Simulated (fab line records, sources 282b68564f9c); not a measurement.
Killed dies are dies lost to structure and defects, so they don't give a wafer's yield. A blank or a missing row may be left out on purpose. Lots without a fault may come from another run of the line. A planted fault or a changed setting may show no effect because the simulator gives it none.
Which tool did it? | flow rit_cmos | 15 lots, 45 wafers sampled, at 2 steps of a route of 202

WHAT THE GAUGES READ, wafer by wafer
The record holds no reading of a measuring or inspecting step that can be judged against a usual standard deviation.

WHICH TOOL RAN EACH LOT (tool, then ch and the chambers of the sampled wafers, then the start)
lot  | RIT_CONTACT_STRIP_12                | RIT_M1_PROBE_99
L281 | plasma_asher-01 ch 0,1, day 3 10:19 | -
L283 | plasma_asher-03 ch 0,1, day 3 19:34 | -
L284 | plasma_asher-03 ch 0,1, day 3 23:02 | -
L287 | plasma_asher-02 ch 0,1, day 4 15:03 | prober-02, day 4 19:53
L288 | plasma_asher-03 ch 0,1, day 4 20:09 | prober-01, day 5 01:01
L289 | plasma_asher-02 ch 0,1, day 5 02:25 | prober-02, day 5 07:13
L293 | plasma_asher-02 ch 0,1, day 5 20:58 | prober-02, day 6 01:50
L294 | plasma_asher-01 ch 0,1, day 5 23:29 | -
L296 | plasma_asher-02 ch 0,1, day 6 11:41 | -
L297 | plasma_asher-02 ch 0,1, day 6 13:58 | prober-02, day 6 18:49
L298 | plasma_asher-01 ch 0,1, day 6 19:44 | -
L299 | plasma_asher-03 ch 0, day 7 02:33   | -
L300 | plasma_asher-03 ch 0,1, day 7 05:04 | -
L302 | plasma_asher-01 ch 0,1, day 7 14:10 | -
L304 | plasma_asher-02 ch 0,1, day 8 00:36 | -
- RIT_CONTACT_STRIP_12: strips in O2, time 180 s.
- RIT_M1_PROBE_99

WHAT THE TOOLS THEMSELVES READ (means of the sampled wafers that have a number; where no wafer has one, the mark that the record gives instead)
RIT_CONTACT_STRIP_12.
lot  | tool            | chamber_pressure_mTorr (mTorr) | drypump_motor_current_A (A)
L281 | plasma_asher-01 | 4001                           | 5.58
L283 | plasma_asher-03 | 4002                           | 5.14
L284 | plasma_asher-03 | 3997                           | 5.15
L287 | plasma_asher-02 | -                              | -
L288 | plasma_asher-03 | -                              | -
L289 | plasma_asher-02 | -                              | -
L293 | plasma_asher-02 | 3999                           | 5.53
L294 | plasma_asher-01 | 4000                           | 5.34
L296 | plasma_asher-02 | 3998                           | 5.47
L297 | plasma_asher-02 | 3998                           | 5.51
L298 | plasma_asher-01 | 3999                           | 5.56
L299 | plasma_asher-03 | 3998                           | 5.16
L300 | plasma_asher-03 | 3999                           | 5.13
L302 | plasma_asher-01 | 3999                           | 5.34
L304 | plasma_asher-02 | 3999                           | 5.52

RIT_M1_PROBE_99.
lot  | tool      | killed_at_M0_to_M3 | killed_at_contacts | killed_at_front_end | killed_dies | killed_on_rim | killed_open | killed_short
L287 | prober-02 | 256.3              | 0.0                | 7.7                 | 264.0       | 70.0          | 3.0         | 4.7
L288 | prober-01 | 256.3              | 0.0                | 7.7                 | 264.0       | 70.0          | 4.0         | 3.7
L289 | prober-02 | 259.0              | 0.0                | 5.0                 | 264.0       | 70.0          | 3.0         | 2.0
L293 | prober-02 | 0.0                | 0.0                | 6.0                 | 6.0         | 1.7           | 3.0         | 3.0
L297 | prober-02 | 0.0                | 0.0                | 10.3                | 10.3        | 2.3           | 4.0         | 6.3

THE ANSWER, worked out from the rows above alone
Rule: what is usual is taken from the lots themselves. Put in order of their means at a reading, lots are off if they are a third of the lots or fewer, leave a main group of 4 or more, and stand apart from it by a gap of 3 or more times the standard deviation of the main group's means; of several such gaps the widest counts. A main group whose means are all the same, to the digits that the tables above print for the reading, isn't used. A lot without any number at a reading at which 4 lots or more have one is off too. The other lots that the step has rows for count as sound. The gauges are gone through in route order, then the tools' own readings, and for those a lot's mean is taken as printed above. The first step at which some lot is off is used, and at that step the reading that is off furthest; a lot without a number counts as furthest.
Off: L287, L288, L289, at RIT_CONTACT_STRIP_12 (chamber_pressure_mTorr). Without a number there: L287, L288, L289. The main group: mean 3999 mTorr, standard deviation 1.3.
A tool fits if, at that step or a process step before it, it ran every lot that is off, and no sound lot after the first of them. None of those tried fits.

WHAT THE SIMULATOR HAD PUT IN
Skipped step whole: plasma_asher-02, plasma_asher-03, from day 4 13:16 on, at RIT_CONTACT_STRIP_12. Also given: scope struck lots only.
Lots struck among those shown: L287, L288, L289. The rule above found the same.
